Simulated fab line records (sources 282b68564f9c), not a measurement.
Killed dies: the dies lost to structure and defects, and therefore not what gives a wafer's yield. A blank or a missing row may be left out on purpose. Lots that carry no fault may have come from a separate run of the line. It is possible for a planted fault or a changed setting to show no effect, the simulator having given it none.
fab line records | flow rit-cmos
[record] lots = 15 wafers = 45 last-day = 7
route steps=202 shown ACTIVE@12 PWELL@42 PLDD@120 M1@202
lots that met no fault: from a run of the same line without faults
start-h: hours from the record's first day to the start of the lot's first wafer shown | wait-h: hours since the lot's step before | " the same as in the row above | L1.1+2: several wafers, shown together as one row | - no value, or no start was given | * or withheld: withheld | < > ~ a bound
route shown NAME@n: NAME is a module with steps in the file, n the number in the route of the first one | usual: the fault-free wafers' mean and standard deviation | same: alike in all rows | chamber/n: place in a boat | sites: per-site readings | _std_site: how widely they spread, as a standard deviation | _edge_site: mean of outer sites minus mean of inner sites | radius-mm: for every site, how far away it sits from the centre of the wafer | mask NAME#n: copy n | behind: tool/chamber where the wafer was last shaped | hold: reason for holding the lot/hours on hold/outcome of the hold | device: the transistor (n, p or np) that didn't switch | end of line: at the end of the route, the tests of the same wafers | a step without rows: its recipe alone | killed: dies lost to structure and defects at the first sort, not the wafer's yield | map: the dies of a wafer, with x for killed, . for not killed, _ for no die there
set.NAME: the setting that was run; set.NAME@STEP: the one run at that earlier step | model.NAME: the simulator's own value behind a step, which no gauge read
steps of the route over a sample of lots; a table a step, a row a wafer
services: from which hour (start-h, from the record's first day; less than 0 if before it) a tool's chamber was out of use, for how many hours, and why
[[steps]]
[step RIT_ACTIVE_CD_MEAS_11]
[recipe] target-cd-nm = 1400
[usual] cd-nm = 1399.2/2.3
// columns lot.wafer tool chamber start-h wait-h cd-nm
L699.3 cd-sem-01 - 19.89 - 1399.2
L699.5 " - " " 1400.9
L699.6 " - " " 1399.4
L700.1 cd-sem-01 - 24.44 - 1397.7
L700.4 " - " " 1397.2
L700.6 " - " " 1396.7
L701.1 cd-sem-02 - 29.56 - 1401.2
L701.5 " - " " 1399.6
L701.6 " - " " 1401.7
L702.4 cd-sem-02 - 34.62 - 1400.0
L702.5 " - " " 1402.3
L702.6 " - " " 1399.5
L703.1 cd-sem-02 - 39.44 - 1402.4
L703.2 " - " " 1399.4
L703.4 " - " " 1399.5
L704.1 cd-sem-01 - 44.56 - 1396.1
L704.2 " - " " 1396.6
L704.3 " - " " 1398.6
L705.1 cd-sem-01 - 49.56 - 1398.5
L705.2 " - " " 1401.1
L705.4 " - " " 1399.3
L706.2 cd-sem-01 - 54.61 - 1399.0
L706.4 " - " " 1399.4
L706.6 " - " " 1397.0
L707.1 cd-sem-01 - 59.91 - 1400.2
L707.4 " - " " 1398.7
L707.6 " - " " 1402.0
L708.1 cd-sem-02 - 65.15 - 1396.3
L708.3 " - " " 1395.5
L708.5 " - " " 1396.6
L709.1 cd-sem-01 - 69.47 - 1402.6
L709.5 " - " " 1401.8
L709.6 " - " " 1401.5
L712.1 cd-sem-02 - 84.44 - 1398.0
L712.4 " - " " 1397.3
L712.6 " - " " 1395.2
L714.1 cd-sem-02 - 94.65 - 1401.1
L714.4 " - " " 1403.2
L714.6 " - " " 1400.0
L718.1 cd-sem-01 - 114.44 - 1400.6
L718.2 " - " " 1398.2
L718.6 " - " " 1401.6
L719.1 cd-sem-01 - 120.99 - 1395.3
L719.3 " - " " 1394.3
L719.6 " - " " 1396.5
[step RIT_PWELL_EXPOSE_03]
[recipe] mask-id = M3 na = 0.57 target-cd-nm = 43700 dose-mj = 250
// columns lot.wafer tool chamber start-h wait-h mask
L699.3+5+6 iline-stepper-01 0 27.72 0.1 M3#0
L700.1+4+6 iline-stepper-02 0 32.04 0.2 M3#0
L701.1+5+6 iline-stepper-02 0 36.72 0.1 M3#0
L702.4+5+6 iline-stepper-02 0 41.47 0.1 M3#0
L703.1+2+4 iline-stepper-01 0 46.55 0.2 M3#0
L704.1+2+3 iline-stepper-01 0 51.91 0.1 M3#0
L705.1+2+4 iline-stepper-01 0 56.39 0.1 M3#0
L706.2+4+6 iline-stepper-02 0 62.06 0.2 M3#0
L707.1+4+6 iline-stepper-02 0 66.81 0.1 M3#0
L708.1+3+5 iline-stepper-01 0 72.41 0.2 M3#0
L709.1+5+6 iline-stepper-01 0 77.28 0.1 M3#0
L712.1+4+6 iline-stepper-01 0 91.81 0.1 M3#0
L714.1+4+6 iline-stepper-02 0 103.09 0.1 M3#0
L718.1+2+6 iline-stepper-02 0 121.58 0.2 M3#0
L719.1+3+6 iline-stepper-02 0 127.92 0.1 M3#0
[step RIT_PWELL_OVL_MEAS_06]
[usual] PWELL_OVL = 1.4/1.3
// columns lot.wafer tool chamber start-h wait-h PWELL_OVL[nm]
L699.3 overlay-02 - 28.12 - 0.6
L699.5 " - " " 1.6
L699.6 " - " " 1.4
L700.1 overlay-01 - 32.47 - 0.4
L700.4 " - " " -0.5
L700.6 " - " " -0.3
L701.1 overlay-02 - 37.15 - 1.5
L701.5 " - " " 2.5
L701.6 " - " " 1.6
L702.4 overlay-01 - 41.86 - 2.9
L702.5 " - " " 2.8
L702.6 " - " " 1.2
L703.1 overlay-01 - 46.98 - 0.9
L703.2 " - " " 1.6
L703.4 " - " " 2.0
L704.1 overlay-02 - 52.34 - 0.9
L704.2 " - " " 1.1
L704.3 " - " " 1.3
L705.1 overlay-01 - 56.82 - 2.8
L705.2 " - " " 2.5
L705.4 " - " " 2.6
L706.2 overlay-02 - 62.47 - -1.4
L706.4 " - " " -2.3
L706.6 " - " " -1.2
L707.1 overlay-02 - 67.28 - -0.1
L707.4 " - " " 0.2
L707.6 " - " " -0.1
L708.1 overlay-01 - 72.84 - 0.6
L708.3 " - " " 0.3
L708.5 " - " " 1.6
L709.1 overlay-02 - 77.71 - 1.2
L709.5 " - " " 1.1
L709.6 " - " " 1.6
L712.1 overlay-01 - 92.24 - 2.7
L712.4 " - " " 2.6
L712.6 " - " " 1.4
L714.1 overlay-02 - 103.52 - 361.3
L714.4 " - " " 360.5
L714.6 " - " " 360.6
L718.1 overlay-01 - 122.04 - 359.3
L718.2 " - " " 361.7
L718.6 " - " " 360.2
L719.1 overlay-01 - 128.39 - 361.4
L719.3 " - " " 362.0
L719.6 " - " " 362.1
[step RIT_PLDD_OVL_MEAS_06]
[usual] PLDD_OVL = 0.0/1.3
// columns lot.wafer tool chamber start-h wait-h PLDD_OVL[nm]
L699.3 overlay-02 - 48.63 - 4.0
L699.5 " - " " 1.2
L699.6 " - " " 3.0
L700.1 overlay-01 - 52.41 - 0.7
L700.4 " - " " 0.0
L700.6 " - " " -0.7
L701.1 overlay-01 - 57.92 - -0.5
L701.5 " - " " -0.6
L701.6 " - " " 1.1
L702.4 overlay-01 - 62.19 - -2.3
L702.5 " - " " -1.9
L702.6 " - " " -3.1
L703.1 overlay-01 - 67.24 - 0.1
L703.2 " - " " -1.9
L703.4 " - " " -0.7
L704.1 overlay-01 - 73.67 - 1.6
L704.2 " - " " -0.9
L704.3 " - " " 0.1
L705.1 overlay-02 - 76.80 - -1.6
L705.2 " - " " -1.4
L705.4 " - " " -1.1
L706.2 overlay-01 - 82.50 - 0.5
L706.4 " - " " 0.8
L706.6 " - " " -0.2
L707.1 overlay-01 - 88.76 - -0.9
L707.4 " - " " -0.9
L707.6 " - " " -0.8
L708.1 overlay-01 - 93.62 - 0.0
L708.3 " - " " 0.9
L708.5 " - " " 2.0
L709.1 overlay-01 - 97.60 - -2.4
L709.5 " - " " -2.7
L709.6 " - " " -1.4
L712.1 overlay-02 - 112.95 - 1.3
L712.4 " - " " 0.2
L712.6 " - " " -0.4
L714.1 overlay-01 - 123.47 - 0.0
L714.4 " - " " -1.1
L714.6 " - " " -0.7
L718.1 overlay-01 - 142.57 - 0.3
L718.2 " - " " 0.6
L718.6 " - " " 0.4
L719.1 overlay-02 - 148.55 - -1.3
L719.3 " - " " -0.2
L719.6 " - " " -1.1
[step RIT_PLDD_STRIP_09]
[recipe] chemistry = O2 time-s = 180 resist = NOVOLAK platen-temp-c = withheld power-w = 500 pressure-mtorr = 4000 o2-flow-sccm = 4000
[usual] drypump-motor-current-A = 5.6/0.56
// columns lot.wafer tool chamber start-h wait-h drypump-motor-current-A rf-hours-counter-h
L699.3 plasma-asher-02 1 49.01 0.1 4.9 -
L699.5 " 1 " " 4.9 -
L699.6 " 0 " " 5.1 -
L700.1 plasma-asher-02 1 52.75 0.1 4.9 27
L700.4 " 0 " " 5.1 -
L700.6 " 1 " " 4.9 -
L701.1 plasma-asher-01 0 58.26 0.1 6.5 42
L701.5 " 0 " " 6.5 -
L701.6 " 1 " " 5.2 -
L702.4 plasma-asher-03 0 62.57 0.1 5.8 -
L702.5 " 0 " " 5.8 -
L702.6 " 1 " " 6.1 -
L703.1 plasma-asher-01 1 67.58 0.1 5.2 43
L703.2 " 0 " " 6.4 43
L703.4 " 0 " " 6.4 -
L704.1 plasma-asher-01 1 74.02 0.1 5.2 44
L704.2 " 0 " " 6.4 44
L704.3 " 0 " " 6.4 -
L705.1 plasma-asher-03 1 77.14 0.1 6.1 45
L705.2 " 0 " " 5.8 45
L705.4 " 1 " " 6.0 -
L706.2 plasma-asher-01 0 82.83 0.1 6.5 45
L706.4 " 0 " " 6.4 -
L706.6 " 0 " " 6.4 -
L707.1 plasma-asher-02 1 89.10 0.1 4.9 31
L707.4 " 1 " " 4.9 -
L707.6 " 0 " " 5.1 -
L708.1 plasma-asher-01 0 93.96 0.1 6.4 46
L708.3 " 1 " " 5.2 -
L708.5 " 1 " " 5.2 -
L709.1 plasma-asher-01 1 97.94 0.1 5.2 46
L709.5 " 1 " " 5.2 -
L709.6 " 0 " " 6.4 -
L712.1 plasma-asher-03 1 113.29 0.1 6.1 49
L712.4 " 0 " " 5.8 -
L712.6 " 0 " " 5.8 -
L714.1 plasma-asher-03 1 123.80 0.1 6.1 50
L714.4 " 1 " " 6.0 -
L714.6 " 1 " " 6.1 -
L718.1 plasma-asher-02 1 142.91 0.1 4.9 36
L718.2 " 0 " " 5.1 36
L718.6 " 1 " " 4.9 -
L719.1 plasma-asher-02 0 148.89 0.1 5.1 37
L719.3 " 1 " " 4.9 -
L719.6 " 0 " " 5.1 -
[step RIT_M1_PROBE_99]
[usual] killed-at-contacts = 0.1/0.29 killed-at-front-end = 7/3 killed-dies = 7/3 killed-open = 3.5/2 killed-short = 3.4/2
[same] gross-dies = 264 killed_at_M0_to_M3 = 0 killed_at_M4_up = 0 killed-at-back-side = 0 killed-at-other = 0
// columns lot.wafer tool chamber start-h wait-h killed-at-contacts killed-at-front-end killed-dies killed-open killed-short
L712.1 prober-01 - 126.72 0.1 0 4 4 2 2
L712.4 prober-01 - 126.87 0.2 1 12 13 4 8
L712.6 prober-01 - 126.97 0.2 0 6 6 3 3
L714.1 prober-01 - 137.59 0.1 0 10 10 2 8
L714.4 prober-01 - 137.74 0.2 0 12 12 5 7
L714.6 prober-01 - 137.84 0.2 0 7 7 4 3
L718.1 prober-01 - 156.88 0.1 0 5 5 4 1
L718.2 prober-01 - 156.93 0.1 0 4 4 2 2
L718.6 prober-01 - 157.13 0.2 0 12 12 4 8
L719.1 prober-02 - 163.42 0.1 1 7 8 3 5
L719.3 prober-02 - 163.52 0.2 0 5 5 1 4
L719.6 prober-02 - 163.67 0.2 0 4 4 1 3
// killed by level:class
L712.1 FOX1:geometric-particle:open=1 GATE:geometric-particle:short=1 SPACER:geometric-particle:short=1 SILICIDE:geometric-particle:open=1
L712.4 SPACER:geometric-particle:short=3 FOX1:geometric-particle:short=2 GATE:geometric-particle:open=2 FOX1:geometric-particle:open=1 FOX2:geometric-particle:short=1 GATE:geometric-particle:short=1 REOX:geometric-particle:open=1 SILICIDE:geometric-particle:short=1
L712.6 FOX1:geometric-particle:open=2 FOX1:geometric-particle:short=2 GATE:geometric-particle:open=1 SILICIDE:geometric-particle:short=1
L714.1 SPACER:geometric-particle:short=4 FOX1:geometric-particle:short=2 GATE:geometric-particle:short=2 GATE:geometric-particle:open=1 SILICIDE:geometric-particle:open=1
L714.4 GATE:geometric-particle:short=3 FOX1:geometric-particle:short=2 SILICIDE:geometric-particle:open=2 FOX1:geometric-particle:open=1 FOX2:geometric-particle:open=1 FOX2:geometric-particle:short=1 SPACER:geometric-particle:open=1 SILICIDE:geometric-particle:short=1
L714.6 GATE:geometric-particle:open=2 SILICIDE:geometric-particle:short=2 GATE:geometric-particle:short=1 REOX:geometric-particle:open=1 SILICIDE:geometric-particle:open=1
L718.1 REOX:geometric-particle:open=3 GATE:geometric-particle:short=1 SPACER:geometric-particle:open=1
L718.2 GATE:geometric-particle:short=2 GATE:geometric-particle:open=1 SPACER:geometric-particle:open=1
L718.6 REOX:geometric-particle:short=4 GATE:geometric-particle:short=2 REOX:geometric-particle:open=2 GATE:geometric-particle:open=1 SPACER:geometric-particle:short=1 SILICIDE:geometric-particle:open=1 SILICIDE:geometric-particle:short=1
L719.1 GATE:geometric-particle:short=3 FOX2:geometric-particle:open=1 GATE:geometric-particle:open=1 REOX:geometric-particle:short=1 SPACER:geometric-particle:open=1 CONTACT:geometric-particle:short=1
L719.3 FOX2:geometric-particle:short=2 GATE:geometric-particle:open=1 REOX:geometric-particle:short=1 SPACER:geometric-particle:short=1
L719.6 REOX:geometric-particle:short=2 SPACER:geometric-particle:open=1 SPACER:geometric-particle:short=1
[[services]]
// columns tool chamber start-h hours kind
iline-stepper-01 - 33.92 3.8 repair
iline-stepper-02 - 43.42 1.7 pm
plasma-asher-02 - 106.27 1.4 repair
plasma-asher-01 - 108.75 9.0 pm
plasma-asher-01 0 108.75 9.0 vent-cycle
plasma-asher-01 1 108.75 9.0 vent-cycle
plasma-asher-01 0 117.75 - clean
plasma-asher-01 1 117.75 - clean
iline-stepper-01 - 132.14 9.0 repair
iline-stepper-01 - 136.94 1.6 repair
[[key]]
[first-sign] step = RIT_PWELL_OVL_MEAS_06 reading = PWELL_OVL direction = up sigmas = 99+ usual = 1.4 struck = 361.0
effect none on later readings
met-at RIT_PWELL_EXPOSE_03
struck-lots L714,L718,L719
tester-left-out L714,L718,L719
not-acting-at RIT_ACTIVE_CD_MEAS_11,RIT_PLDD_OVL_MEAS_06,RIT_PLDD_STRIP_09
onset-between 66.81 103.09
also-fits time
[fault] kind = scanner-matching-overlay tool = iline-stepper-02 chamber = - onset-h = 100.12 steps = RIT_PWELL_EXPOSE_03 offset = 360
// tester-left-out: of these lots the tester's yield and bins aren't shown, on N5 and GAA mostly nor the transistor test; their killed dies are dies lost to structure and defects alone, not to doping, threshold or leakage, so they don't give the yield
